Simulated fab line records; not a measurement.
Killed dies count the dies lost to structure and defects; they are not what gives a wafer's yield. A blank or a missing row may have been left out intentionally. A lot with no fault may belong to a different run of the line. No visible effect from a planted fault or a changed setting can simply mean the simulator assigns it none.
fab line records ; flow rit_cmos
record: lots: 6; wafers: 18; last_day: 7
route steps=202 shown GATE@89 REOX@98 NLDD@103 PLDD@114 SPACER@125 M1@202
lots untouched by any fault: they come from a run of this same line in which no faults occurred
start_h: the number of hours between the record's first day and the start of the first shown wafer of the lot ; wait_h: hours since the lot's step before ; " same as the row above ; L1.1+2: one row covering several wafers at once ; - no value, or no start given ; * or withheld: withheld ; < > ~ a bound
route shown NAME@n: names a module that has steps shown in the file, with the first one's number in the route ; usual: mean and standard deviation over wafers with no fault ; same: alike in all rows ; chamber/n: place in a boat ; sites: each site's reading ; _std_site: how widely they spread, as a standard deviation ; _edge_site: inner sites' mean taken away from outer sites' mean ; radius_mm: how far each site lies from the wafer's centre ; mask NAME#n: copy n ; behind: the tool/chamber that last shaped the wafer ; hold: what put the lot on hold/how long, in hours/how the hold closed ; device: transistor that didn't switch, given as n, p or np ; end of line: tests of these same wafers at the route's end ; a step given without rows: its recipe and nothing more ; killed: count of dies lost to structure and defects at first sort (not the wafer's yield) ; map: a wafer's dies, x killed, . not, _ none there
set.NAME: setting as actually run; set.NAME@STEP: the setting as run at that earlier step ; model.NAME: the simulator's own value behind a step, which no gauge read
certain route steps with their lots: each step a table, each wafer a row
services: when a tool's chamber went out of use (start_h, in hours from the record's first day, below 0 if earlier), for how many hours, and the reason
== steps ==
step: RIT_GATE_EXPOSE_13
recipe: mask_id: M6; na: 0.6; source_shape: conventional; sigma_outer: 0.6; target_cd_nm: 150; dose_mj: 380
step: RIT_GATE_PEB_14
recipe: resist: NOVOLAK; temp_c: withheld; time_s: withheld
step: RIT_GATE_DEVELOP_15
recipe: resist: NOVOLAK; develop_time_s: 50; dev_temp_c: 23
step: RIT_GATE_CD_MEAS_16
recipe: target_cd_nm: 150
usual: cd_nm: 151/3.1
lot.wafer;tool;chamber;start_h;wait_h;cd_nm
L913.1;cd_sem-01;-;70.24;-;153
L913.2;cd_sem-01;-;70.24;-;155
L913.6;cd_sem-01;-;70.24;-;152
L916.2;cd_sem-02;-;91.89;-;148
L916.5;cd_sem-02;-;91.89;-;147
L916.6;cd_sem-02;-;91.89;-;150
L919.3;cd_sem-01;-;110.75;-;153
L919.4;cd_sem-01;-;110.75;-;153
L919.5;cd_sem-01;-;110.75;-;154
L920.4;cd_sem-01;-;118.98;-;156
L920.5;cd_sem-01;-;118.98;-;156
L920.6;cd_sem-01;-;118.98;-;158
L925.1;cd_sem-02;-;137.88;-;142
L925.2;cd_sem-02;-;137.88;-;146
L925.6;cd_sem-02;-;137.88;-;142
L930.3;cd_sem-01;-;157.87;-;148
L930.4;cd_sem-01;-;157.87;-;147
L930.6;cd_sem-01;-;157.87;-;145
step: RIT_GATE_OVL_MEAS_17
usual: GATE_OVL: 0.2/1.1
lot.wafer;tool;chamber;start_h;wait_h;GATE_OVL[nm]
L913.1;overlay-01;-;70.36;0.1;0.6
L913.2;overlay-01;-;70.36;0.1;-0.4
L913.6;overlay-01;-;70.36;0.1;-0.5
L916.2;overlay-02;-;91.99;0.1;-1.0
L916.5;overlay-02;-;91.99;0.1;-1.0
L916.6;overlay-02;-;91.99;0.1;0.8
L919.3;overlay-02;-;110.84;0.1;-1.8
L919.4;overlay-02;-;110.84;0.1;-1.3
L919.5;overlay-02;-;110.84;0.1;-0.3
L920.4;overlay-02;-;119.05;0.1;0.1
L920.5;overlay-02;-;119.05;0.1;-0.1
L920.6;overlay-02;-;119.05;0.1;-1.7
L925.1;overlay-02;-;138.00;0.1;0.8
L925.2;overlay-02;-;138.00;0.1;1.2
L925.6;overlay-02;-;138.00;0.1;1.5
L930.3;overlay-02;-;157.96;0.1;-0.8
L930.4;overlay-02;-;157.96;0.1;-0.1
L930.6;overlay-02;-;157.96;0.1;0.8
step: RIT_GATE_HARDBAKE_18
recipe: resist: NOVOLAK; temp_c: 140; time_s: 60
step: RIT_GATE_ETCH_19
recipe: chemistry: SF6/CHF3/O2; time_s: 165; SF6_flow_sccm: 30; CHF3_flow_sccm: 30; O2_flow_sccm: 5; target: poly-Si; pressure_mtorr: 40; rf_w: 160; target_depth_a: 3125; over_etch_frac: 0.25; stop_on: SiO2
usual: CHF3_flow_sccm: 30.00/0.084; drypump_motor_current_A: 5.8/0.31; oes_product_au: 0.848/0.013; throttle_valve_pct: 10.28/0.17
lot.wafer;tool;chamber;start_h;wait_h;CHF3_flow_sccm;drypump_motor_current_A;oes_product_au;rf_hours_counter_h;throttle_valve_pct
L913.1;rie_si-01;3;70.71;0.1;29.90;5.5;0.853;132;10.52
L913.2;rie_si-01;0;70.71;0.1;29.86;5.5;0.833;119;10.06
L913.6;rie_si-01;2;70.71;0.1;30.02;5.8;0.840;-;10.21
L916.2;rie_si-01;0;92.17;0.1;29.93;5.5;0.845;119;10.05
L916.5;rie_si-01;3;92.17;0.1;29.90;5.5;0.859;-;10.54
L916.6;rie_si-01;0;92.17;0.1;29.91;5.5;0.856;-;10.06
L919.3;rie_si-02;3;111.02;0.1;29.84;6.7;0.861;78;10.51
L919.4;rie_si-02;0;111.02;0.1;29.99;5.9;0.816;48;10.20
L919.5;rie_si-02;1;111.02;0.1;30.09;5.5;0.858;-;10.35
L920.4;rie_si-01;0;119.23;0.1;30.06;5.5;0.845;119;10.04
L920.5;rie_si-01;1;119.23;0.1;30.04;5.8;0.855;-;10.17
L920.6;rie_si-01;2;119.23;0.1;30.04;5.9;0.842;-;10.20
L925.1;rie_si-02;0;138.20;0.1;29.98;5.9;0.832;49;10.20
L925.2;rie_si-02;1;138.20;0.1;30.00;5.4;0.847;0;10.35
L925.6;rie_si-02;1;138.20;0.1;30.06;5.4;0.860;-;10.35
L930.3;rie_si-01;1;158.13;0.1;30.05;5.8;0.860;106;10.17
L930.4;rie_si-01;0;158.13;0.1;30.00;5.5;0.852;120;10.06
L930.6;rie_si-01;0;158.13;0.1;30.02;5.5;0.850;-;10.04
step: RIT_GATE_STRIP_20
recipe: chemistry: O2; time_s: 180; resist: NOVOLAK; platen_temp_c: withheld; power_w: 500; pressure_mtorr: 4000; o2_flow_sccm: 4000
usual: drypump_motor_current_A: 5.3/0.32
lot.wafer;tool;chamber;start_h;wait_h;drypump_motor_current_A;rf_hours_counter_h
L913.1;plasma_asher-01;0;70.81;0.1;5.0;41
L913.2;plasma_asher-01;1;70.81;0.1;4.9;41
L913.6;plasma_asher-01;1;70.81;0.1;4.9;-
L916.2;plasma_asher-01;1;92.28;0.1;4.9;43
L916.5;plasma_asher-01;1;92.28;0.1;4.9;-
L916.6;plasma_asher-01;0;92.28;0.1;5.1;-
L919.3;plasma_asher-01;1;111.18;0.1;4.9;-
L919.4;plasma_asher-01;0;111.18;0.1;5.0;-
L919.5;plasma_asher-01;1;111.18;0.1;4.9;-
L920.4;plasma_asher-04;1;119.40;0.1;5.3;-
L920.5;plasma_asher-04;1;119.40;0.1;5.3;-
L920.6;plasma_asher-04;0;119.40;0.1;5.9;-
L925.1;plasma_asher-02;0;138.31;0.1;5.3;53
L925.2;plasma_asher-02;1;138.31;0.1;5.3;53
L925.6;plasma_asher-02;0;138.31;0.1;5.4;-
L930.3;plasma_asher-02;1;158.30;0.1;5.4;-
L930.4;plasma_asher-02;0;158.30;0.1;5.3;-
L930.6;plasma_asher-02;1;158.30;0.1;5.4;-
step: RIT_GATE_CD_MEAS_90
recipe: target_cd_nm: 150
usual: cd_nm: 151/3.1
lot.wafer;tool;chamber;start_h;wait_h;cd_nm
L913.1;cd_sem-01;-;70.99;0.1;154
L913.2;cd_sem-01;-;70.99;0.1;155
L913.6;cd_sem-01;-;70.99;0.1;152
L916.2;cd_sem-02;-;92.48;0.1;147
L916.5;cd_sem-02;-;92.48;0.1;147
L916.6;cd_sem-02;-;92.48;0.1;150
L919.3;cd_sem-01;-;111.34;0.1;153
L919.4;cd_sem-01;-;111.34;0.1;153
L919.5;cd_sem-01;-;111.34;0.1;153
L920.4;cd_sem-02;-;119.58;0.1;156
L920.5;cd_sem-02;-;119.58;0.1;156
L920.6;cd_sem-02;-;119.58;0.1;158
L925.1;cd_sem-01;-;138.48;0.1;142
L925.2;cd_sem-01;-;138.48;0.1;146
L925.6;cd_sem-01;-;138.48;0.1;142
L930.3;cd_sem-02;-;158.46;0.1;148
L930.4;cd_sem-02;-;158.46;0.1;147
L930.6;cd_sem-02;-;158.46;0.1;146
step: RIT_REOX_CLEAN_00
recipe: chemistry: SC1; mix: 3:3:50; time_s: 600; temp_c: 75
step: RIT_REOX_CLEAN_01
recipe: chemistry: dHF; dilution: 50:1; time_s: 29.24
step: RIT_REOX_CLEAN_02
recipe: chemistry: SC2; mix: 3:3:50; time_s: 600; temp_c: 75; dry: n2_spin
step: RIT_REOX_OXIDATION_03
recipe: temp_c: 900; ambient: O2; target_thk_a: 252; ox_time_s: 5580
usual: spike_tc_centre_C: 902.0/1.5; spike_tc_load_C: 927.2/1.1; spike_tc_source_C: 923.3/1.4; tube_center_temp_C: 900/0.079; tube_center_temp_C_max: 902.3/0.45; zone_power_load_pct: 29.4/0.92
lot.wafer;tool;chamber;start_h;wait_h;spike_tc_centre_C;spike_tc_load_C;spike_tc_source_C;tube_center_temp_C;tube_center_temp_C_max;zone_power_load_pct;model.SiO2_of_REOX_OXIDATION_03.thk_nm
L913.1;furnace-01;0;71.48;0.0;901.5;928.3;924.0;899.96;902.0;30.1;25.69
L913.2;furnace-01;0;71.48;0.0;901.3;927.4;923.9;900.12;902.2;29.9;25.79
L913.6;furnace-01;0;71.48;0.0;902.5;927.2;925.0;899.94;901.7;30.0;25.74
L916.2;furnace-03;0;95.66;2.7;902.4;927.6;922.1;900.04;902.5;27.8;24.57
L916.5;furnace-03;0;95.66;2.7;904.2;928.6;921.9;900.01;901.9;28.3;24.37
L916.6;furnace-03;0;95.66;2.7;902.7;928.2;922.3;899.94;902.8;28.3;24.38
L919.3;furnace-03;0;114.62;2.8;911.5;935.7;931.3;907.88;910.3;28.0;27.58
L919.4;furnace-03;0;114.62;2.8;912.6;935.9;930.0;907.97;910.2;28.9;27.12
L919.5;furnace-03;0;114.62;2.8;909.4;936.8;930.0;908.08;910.7;29.0;27.82
L920.4;furnace-01;0;120.74;0.7;899.6;926.2;922.0;900.07;902.6;30.2;26.42
L920.5;furnace-01;0;120.74;0.7;899.8;928.0;922.6;900.03;902.2;29.8;26.42
L920.6;furnace-01;0;120.74;0.7;901.3;929.4;924.8;899.92;902.3;29.8;26.18
L925.1;furnace-03;0;138.98;0.0;909.8;935.3;930.2;908.03;910.3;28.6;28.08
L925.2;furnace-03;0;138.98;0.0;911.0;934.1;930.5;908.02;910.5;28.6;28.38
L925.6;furnace-03;0;138.98;0.0;911.4;937.9;930.6;908.04;910.5;28.4;28.22
L930.3;furnace-01;0;159.25;0.0;900.3;927.4;922.6;899.97;902.3;29.4;24.89
L930.4;furnace-01;0;159.25;0.0;901.3;926.1;925.3;900.02;902.1;30.3;25.31
L930.6;furnace-01;0;159.25;0.0;899.9;926.4;925.0;899.89;902.4;29.3;25.16
step: RIT_REOX_THK_MEAS_04
recipe: reads: SiO2_of_REOX_OXIDATION_03
usual: REOX_OXIDE_THK: 25.4/0.52
lot.wafer;tool;chamber;start_h;wait_h;REOX_OXIDE_THK[nm]
L913.1;film_metro-04;-;74.03;0.0;25.7
L913.2;film_metro-04;-;74.03;0.0;25.8
L913.6;film_metro-04;-;74.03;0.0;25.8
L916.2;film_metro-04;-;98.22;0.0;24.6
L916.5;film_metro-04;-;98.22;0.0;24.3
L916.6;film_metro-04;-;98.22;0.0;24.3
L919.3;film_metro-04;-;117.19;0.0;27.6
L919.4;film_metro-04;-;117.19;0.0;27.1
L919.5;film_metro-04;-;117.19;0.0;27.8
L920.4;film_metro-04;-;123.32;0.0;26.5
L920.5;film_metro-04;-;123.32;0.0;26.5
L920.6;film_metro-04;-;123.32;0.0;26.2
L925.1;film_metro-01;-;141.53;0.0;28.0
L925.2;film_metro-01;-;141.53;0.0;28.4
L925.6;film_metro-01;-;141.53;0.0;28.2
L930.3;film_metro-01;-;161.82;0.0;24.9
L930.4;film_metro-01;-;161.82;0.0;25.3
L930.6;film_metro-01;-;161.82;0.0;25.2
step: RIT_NLDD_HMDS_00
recipe: prime_time_s: 60; prime_temp_c: 140
step: RIT_NLDD_COAT_01
recipe: resist: NOVOLAK; spin_rpm: 3250; resist_thk_nm: 1000
step: RIT_NLDD_SOFTBAKE_02
recipe: resist: NOVOLAK; temp_c: 90; time_s: 60
step: RIT_NLDD_EXPOSE_03
recipe: mask_id: M7; na: 0.57; target_cd_nm: 40700; dose_mj: 250
step: RIT_NLDD_PEB_04
recipe: resist: NOVOLAK; temp_c: withheld; time_s: withheld
step: RIT_NLDD_DEVELOP_05
recipe: resist: NOVOLAK; develop_time_s: 50; dev_temp_c: 23
step: RIT_NLDD_OVL_MEAS_06
usual: NLDD_OVL: 0.3/1.3
lot.wafer;tool;chamber;start_h;wait_h;NLDD_OVL[nm]
L913.1;overlay-01;-;74.94;-;0.4
L913.2;overlay-01;-;74.94;-;-0.1
L913.6;overlay-01;-;74.94;-;0.2
L916.2;overlay-01;-;99.27;-;1.6
L916.5;overlay-01;-;99.27;-;0.5
L916.6;overlay-01;-;99.27;-;1.3
L919.3;overlay-01;-;118.21;-;1.3
L919.4;overlay-01;-;118.21;-;-1.2
L919.5;overlay-01;-;118.21;-;-0.9
L920.4;overlay-01;-;124.39;-;1.8
L920.5;overlay-01;-;124.39;-;0.0
L920.6;overlay-01;-;124.39;-;1.8
L925.1;overlay-02;-;142.63;-;-0.4
L925.2;overlay-02;-;142.63;-;-1.1
L925.6;overlay-02;-;142.63;-;1.2
L930.3;overlay-01;-;162.73;-;1.1
L930.4;overlay-01;-;162.73;-;-0.6
L930.6;overlay-01;-;162.73;-;1.0
step: RIT_NLDD_HARDBAKE_07
recipe: resist: NOVOLAK; temp_c: 140; time_s: 60
step: RIT_NLDD_IMPLANT_08
recipe: species: P; energy_kev: 20; dose_cm2: 4.967e+14; tilt_deg: 7
step: RIT_NLDD_STRIP_09
recipe: chemistry: O2; time_s: 180; resist: NOVOLAK; platen_temp_c: withheld; power_w: 500; pressure_mtorr: 4000; o2_flow_sccm: 4000
usual: drypump_motor_current_A: 5.4/0.33
lot.wafer;tool;chamber;start_h;wait_h;drypump_motor_current_A;rf_hours_counter_h
L913.1;plasma_asher-03;0;75.28;0.1;5.9;26
L913.2;plasma_asher-03;1;75.28;0.1;5.7;26
L913.6;plasma_asher-03;0;75.28;0.1;5.9;-
L916.2;plasma_asher-02;1;99.60;0.1;5.3;48
L916.5;plasma_asher-02;0;99.60;0.1;5.3;-
L916.6;plasma_asher-02;1;99.60;0.1;5.3;-
L919.3;plasma_asher-02;1;118.84;0.1;5.3;-
L919.4;plasma_asher-02;0;118.84;0.1;5.3;-
L919.5;plasma_asher-02;1;118.84;0.1;5.4;-
L920.4;plasma_asher-02;0;124.85;0.1;5.4;-
L920.5;plasma_asher-02;1;124.85;0.1;5.4;-
L920.6;plasma_asher-02;0;124.85;0.1;5.3;-
L925.1;plasma_asher-02;1;142.96;0.1;5.3;54
L925.2;plasma_asher-02;0;142.96;0.1;5.3;54
L925.6;plasma_asher-02;1;142.96;0.1;5.3;-
L930.3;plasma_asher-03;1;163.11;0.1;5.7;-
L930.4;plasma_asher-03;0;163.11;0.1;5.9;-
L930.6;plasma_asher-03;1;163.11;0.1;5.7;-
step: RIT_NLDD_TW_MEAS_10
usual: NLDD_TW: 2497/15
lot.wafer;tool;chamber;start_h;wait_h;NLDD_TW
L913.1;film_metro-03;-;75.45;0.1;2490
L913.2;film_metro-03;-;75.45;0.1;2501
L913.6;film_metro-03;-;75.45;0.1;2504
L916.2;film_metro-02;-;99.78;0.1;2512
L916.5;film_metro-02;-;99.78;0.1;2499
L916.6;film_metro-02;-;99.78;0.1;2499
L919.3;film_metro-04;-;118.98;0.1;2486
L919.4;film_metro-04;-;118.98;0.1;2485
L919.5;film_metro-04;-;118.98;0.1;2480
L920.4;film_metro-04;-;124.99;0.1;2483
L920.5;film_metro-04;-;124.99;0.1;2495
L920.6;film_metro-04;-;124.99;0.1;2483
L925.1;film_metro-03;-;143.14;0.1;2509
L925.2;film_metro-03;-;143.14;0.1;2499
L925.6;film_metro-03;-;143.14;0.1;2510
L930.3;film_metro-04;-;163.24;0.1;2480
L930.4;film_metro-04;-;163.24;0.1;2473
L930.6;film_metro-04;-;163.24;0.1;2468
step: RIT_PLDD_HMDS_00
recipe: prime_time_s: 60; prime_temp_c: 140
step: RIT_PLDD_COAT_01
recipe: resist: NOVOLAK; spin_rpm: 3250; resist_thk_nm: 1000
step: RIT_PLDD_SOFTBAKE_02
recipe: resist: NOVOLAK; temp_c: 90; time_s: 60
step: RIT_PLDD_EXPOSE_03
recipe: mask_id: M8; na: 0.57; target_cd_nm: 40900; dose_mj: 250
step: RIT_PLDD_PEB_04
recipe: resist: NOVOLAK; temp_c: withheld; time_s: withheld
step: RIT_PLDD_DEVELOP_05
recipe: resist: NOVOLAK; develop_time_s: 50; dev_temp_c: 23
step: RIT_PLDD_OVL_MEAS_06
usual: PLDD_OVL: -0.5/1.2
lot.wafer;tool;chamber;start_h;wait_h;PLDD_OVL[nm]
L913.1;overlay-02;-;76.49;-;-1.8
L913.2;overlay-02;-;76.49;-;-2.5
L913.6;overlay-02;-;76.49;-;0.1
L916.2;overlay-01;-;100.69;-;2.7
L916.5;overlay-01;-;100.69;-;2.8
L916.6;overlay-01;-;100.69;-;1.4
L919.3;overlay-01;-;120.00;-;-0.3
L919.4;overlay-01;-;120.00;-;2.0
L919.5;overlay-01;-;120.00;-;0.1
L920.4;overlay-02;-;126.03;-;2.3
L920.5;overlay-02;-;126.03;-;0.8
L920.6;overlay-02;-;126.03;-;0.5
L925.1;overlay-02;-;144.17;-;0.4
L925.2;overlay-02;-;144.17;-;-1.3
L925.6;overlay-02;-;144.17;-;1.7
L930.3;overlay-02;-;164.27;-;-1.3
L930.4;overlay-02;-;164.27;-;-2.7
L930.6;overlay-02;-;164.27;-;-0.1
step: RIT_PLDD_HARDBAKE_07
recipe: resist: NOVOLAK; temp_c: 140; time_s: 60
step: RIT_PLDD_IMPLANT_08
recipe: species: BF2; energy_kev: 20; dose_cm2: 9e+14; tilt_deg: 7
step: RIT_PLDD_STRIP_09
recipe: chemistry: O2; time_s: 180; resist: NOVOLAK; platen_temp_c: withheld; power_w: 500; pressure_mtorr: 4000; o2_flow_sccm: 4000
usual: drypump_motor_current_A: 5.56/0.26
lot.wafer;tool;chamber;start_h;wait_h;drypump_motor_current_A;rf_hours_counter_h
L913.1;plasma_asher-02;1;76.82;0.1;5.36;46
L913.2;plasma_asher-02;0;76.82;0.1;5.32;46
L913.6;plasma_asher-02;1;76.82;0.1;5.34;-
L916.2;plasma_asher-04;0;101.12;0.1;5.89;45
L916.5;plasma_asher-04;1;101.12;0.1;5.27;-
L916.6;plasma_asher-04;0;101.12;0.1;5.88;-
L919.3;plasma_asher-04;0;120.39;0.1;5.93;-
L919.4;plasma_asher-04;1;120.39;0.1;5.27;-
L919.5;plasma_asher-04;1;120.39;0.1;5.28;-
L920.4;plasma_asher-04;0;126.40;0.1;5.90;-
L920.5;plasma_asher-04;0;126.40;0.1;5.95;-
L920.6;plasma_asher-04;1;126.40;0.1;5.29;-
L925.1;plasma_asher-03;1;144.51;0.1;5.70;32
L925.2;plasma_asher-03;0;144.51;0.1;5.90;32
L925.6;plasma_asher-03;1;144.51;0.1;5.69;-
L930.3;plasma_asher-03;1;164.65;0.1;5.70;-
L930.4;plasma_asher-03;0;164.65;0.1;5.94;-
L930.6;plasma_asher-03;1;164.65;0.1;5.67;-
step: RIT_PLDD_TW_MEAS_10
usual: PLDD_TW: 2361/15
lot.wafer;tool;chamber;start_h;wait_h;PLDD_TW
L913.1;film_metro-04;-;77.00;0.1;2358
L913.2;film_metro-04;-;77.00;0.1;2357
L913.6;film_metro-04;-;77.00;0.1;2372
L916.2;film_metro-02;-;101.30;0.1;2361
L916.5;film_metro-02;-;101.30;0.1;2358
L916.6;film_metro-02;-;101.30;0.1;2358
L919.3;film_metro-02;-;120.52;0.1;2355
L919.4;film_metro-02;-;120.52;0.1;2365
L919.5;film_metro-02;-;120.52;0.1;2345
L920.4;film_metro-04;-;126.55;0.1;2339
L920.5;film_metro-04;-;126.55;0.1;2351
L920.6;film_metro-04;-;126.55;0.1;2339
L925.1;film_metro-04;-;144.69;0.1;2337
L925.2;film_metro-04;-;144.69;0.1;2334
L925.6;film_metro-04;-;144.69;0.1;2332
L930.3;film_metro-02;-;164.79;0.1;2363
L930.4;film_metro-02;-;164.79;0.1;2368
L930.6;film_metro-02;-;164.79;0.1;2366
step: RIT_SPACER_CLEAN_00
recipe: chemistry: SC1; mix: 3:3:50; time_s: 600; temp_c: 75
lot.wafer;tool;chamber;start_h;wait_h;model.SiO2_of_REOX_OXIDATION_03.thk_nm
L913.1;wet_bench-01;0;77.06;0.1;23.7
L913.2;wet_bench-01;0;77.06;0.1;23.79
L913.6;wet_bench-01;0;77.06;0.1;23.76
L916.2;wet_bench-03;3;101.35;0.0;22.66
L916.5;wet_bench-03;3;101.35;0.0;22.46
L916.6;wet_bench-03;3;101.35;0.0;22.47
L919.3;wet_bench-04;1;120.56;0.0;25.46
L919.4;wet_bench-04;1;120.56;0.0;25.04
L919.5;wet_bench-04;1;120.56;0.0;25.68
L920.4;wet_bench-03;0;126.58;0.0;24.39
L920.5;wet_bench-03;0;126.58;0.0;24.37
L920.6;wet_bench-03;0;126.58;0.0;24.17
L925.1;wet_bench-01;3;144.75;0.1;25.89
L925.2;wet_bench-01;3;144.75;0.1;26.18
L925.6;wet_bench-01;3;144.75;0.1;26.04
L930.3;wet_bench-01;1;164.83;0.0;22.97
L930.4;wet_bench-01;1;164.83;0.0;23.36
L930.6;wet_bench-01;1;164.83;0.0;23.22
step: RIT_SPACER_CLEAN_01
recipe: chemistry: dHF; dilution: 50:1; time_s: 30
step: RIT_M1_PROBE_99
usual: killed_at_front_end: 7/3.2; killed_dies: 7/3.2; killed_open: 3.5/2.2; killed_short: 3.6/2.1
same: gross_dies: 264; killed_at_M0_to_M3: 0; killed_at_M4_up: 0; killed_at_back_side: 0; killed_at_contacts: 0; killed_at_other: 0
lot.wafer;tool;chamber;start_h;wait_h;killed_at_front_end;killed_dies;killed_open;killed_short
L913.1;prober-02;-;90.76;0.1;16;16;8;8
L913.2;prober-02;-;90.81;0.1;8;8;4;4
L913.6;prober-02;-;91.01;0.2;1;1;0;1
L916.2;prober-01;-;114.58;0.1;10;10;5;5
L916.5;prober-01;-;114.73;0.2;5;5;2;3
L916.6;prober-01;-;114.78;0.2;6;6;5;1
L919.3;prober-02;-;134.95;0.2;12;12;2;10
L919.4;prober-02;-;135.00;0.2;5;5;1;4
L919.5;prober-02;-;135.05;0.2;4;4;2;2
L920.4;prober-01;-;140.41;0.2;8;8;4;4
L920.5;prober-01;-;140.46;0.2;5;5;3;2
L920.6;prober-01;-;140.51;0.2;5;5;2;3
L925.1;prober-02;-;159.91;0.1;6;6;3;3
L925.2;prober-02;-;159.96;0.1;9;9;5;4
L925.6;prober-02;-;160.16;0.2;7;7;1;6
L930.3;prober-01;-;178.46;0.2;4;4;0;4
L930.4;prober-01;-;178.51;0.2;5;5;3;2
L930.6;prober-01;-;178.61;0.2;11;11;2;9
killed by level:class
L913.1 FOX2:geometric_particle:short=3 REOX:geometric_particle:open=3 FOX1:geometric_particle:open=2 FOX1:geometric_particle:short=2 GATE:geometric_particle:open=2 REOX:geometric_particle:short=2 FOX2:geometric_particle:open=1 GATE:geometric_particle:short=1
L913.2 GATE:geometric_particle:open=2 GATE:geometric_particle:short=2 SPACER:geometric_particle:short=2 SILICIDE:geometric_particle:open=2
L913.6 GATE:geometric_particle:short=1
L916.2 REOX:geometric_particle:short=4 FOX1:geometric_particle:open=2 FOX2:geometric_particle:open=1 GATE:geometric_particle:short=1 REOX:geometric_particle:open=1 SPACER:geometric_particle:open=1
L916.5 FOX1:geometric_particle:open=2 SPACER:geometric_particle:short=2 FOX2:geometric_particle:short=1
L916.6 REOX:geometric_particle:open=2 SPACER:geometric_particle:open=2 FOX1:geometric_particle:short=1 FOX1:geometric_particle:open=1
L919.3 SILICIDE:geometric_particle:short=5 FOX2:geometric_particle:short=2 GATE:geometric_particle:short=2 FOX1:geometric_particle:short=1 GATE:geometric_particle:open=1 SPACER:geometric_particle:open=1
L919.4 GATE:geometric_particle:short=3 FOX1:geometric_particle:open=1 SPACER:geometric_particle:short=1
L919.5 GATE:geometric_particle:short=2 GATE:geometric_particle:open=1 SPACER:geometric_particle:open=1
L920.4 SPACER:geometric_particle:short=3 GATE:geometric_particle:open=2 FOX1:geometric_particle:open=1 GATE:geometric_particle:short=1 REOX:geometric_particle:open=1
L920.5 FOX1:geometric_particle:open=1 FOX2:geometric_particle:open=1 REOX:geometric_particle:short=1 SPACER:geometric_particle:open=1 SILICIDE:geometric_particle:short=1
L920.6 SPACER:geometric_particle:short=2 FOX1:geometric_particle:open=1 GATE:geometric_particle:short=1 SPACER:geometric_particle:open=1
L925.1 GATE:geometric_particle:open=2 FOX1:geometric_particle:short=1 FOX1:geometric_particle:open=1 GATE:geometric_particle:short=1 REOX:geometric_particle:short=1
L925.2 GATE:geometric_particle:short=3 GATE:geometric_particle:open=2 REOX:geometric_particle:open=2 FOX1:geometric_particle:short=1 SPACER:geometric_particle:open=1
L925.6 FOX1:geometric_particle:short=3 GATE:geometric_particle:short=2 FOX1:geometric_particle:open=1 SPACER:geometric_particle:short=1
L930.3 FOX1:geometric_particle:short=2 GATE:geometric_particle:short=2
L930.4 FOX1:geometric_particle:open=3 FOX1:geometric_particle:short=1 GATE:geometric_particle:short=1
L930.6 SPACER:geometric_particle:short=3 FOX1:geometric_particle:short=2 GATE:geometric_particle:open=2 SILICIDE:geometric_particle:short=2 FOX2:geometric_particle:short=1 GATE:geometric_particle:short=1
== services ==
tool;chamber;start_h;hours;kind
rie_si-02;-;50.26;28.1;pm
plasma_asher-04;-;51.11;3.1;repair
plasma_asher-03;-;69.14;3.4;repair
plasma_asher-04;-;77.09;1.1;repair
rie_si-02;1;78.36;-;clean
rie_si-02;1;78.36;19.1;scheduled_down
rie_si-02;1;78.36;19.1;vent_cycle
rie_si-02;2;91.23;10.4;repair
plasma_asher-04;-;108.75;9.0;pm
plasma_asher-04;0;108.75;9.0;vent_cycle
plasma_asher-04;1;108.75;9.0;vent_cycle
plasma_asher-04;0;117.75;-;clean
plasma_asher-04;1;117.75;-;clean
plasma_asher-03;-;121.61;15.6;pm
rie_si-01;0;123.86;4.0;repair
plasma_asher-04;-;131.12;4.3;pm
rie_si-02;3;135.32;21.1;repair
plasma_asher-03;-;146.76;0.7;repair
plasma_asher-01;-;160.90;2.8;pm
== key ==
first_sign: step: RIT_REOX_OXIDATION_03; reading: tube_center_temp_C; direction: up; sigmas: 89; usual: *; struck: *
effect: step: RIT_REOX_OXIDATION_03; reading: tube_center_temp_C_max; direction: up; sigmas: 18; usual: *; struck: *
effect: step: RIT_REOX_THK_MEAS_04; reading: REOX_OXIDE_THK; direction: up; sigmas: 4.7; usual: 25.4; struck: 27.9
model_effect: step: RIT_REOX_OXIDATION_03; value: SiO2_of_REOX_OXIDATION_03.thk_nm; without: 25.73; struck: 27.87
model_effect: step: RIT_SPACER_CLEAN_00; value: SiO2_of_REOX_OXIDATION_03.thk_nm; without: 23.75; struck: 25.72
met_at RIT_REOX_OXIDATION_03
struck_wafers L919.3,L919.4,L919.5,L925.1,L925.2,L925.6
tester_left_out L919,L925
onset_between 95.66 114.62
fault: kind: process_parameter_drift; tool: furnace-03; chamber: -; onset_h: 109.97; steps: RIT_REOX_OXIDATION_03; channel: temp_c; offset: *; shape: step; end_h: 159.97; acts_in: *; stated: *
tester_left_out: of these lots the tester's yield and bins aren't shown, on N5 and GAA mostly nor the transistor test; their killed dies are dies lost to structure and defects alone, not to doping, threshold or leakage, so they don't give the yield
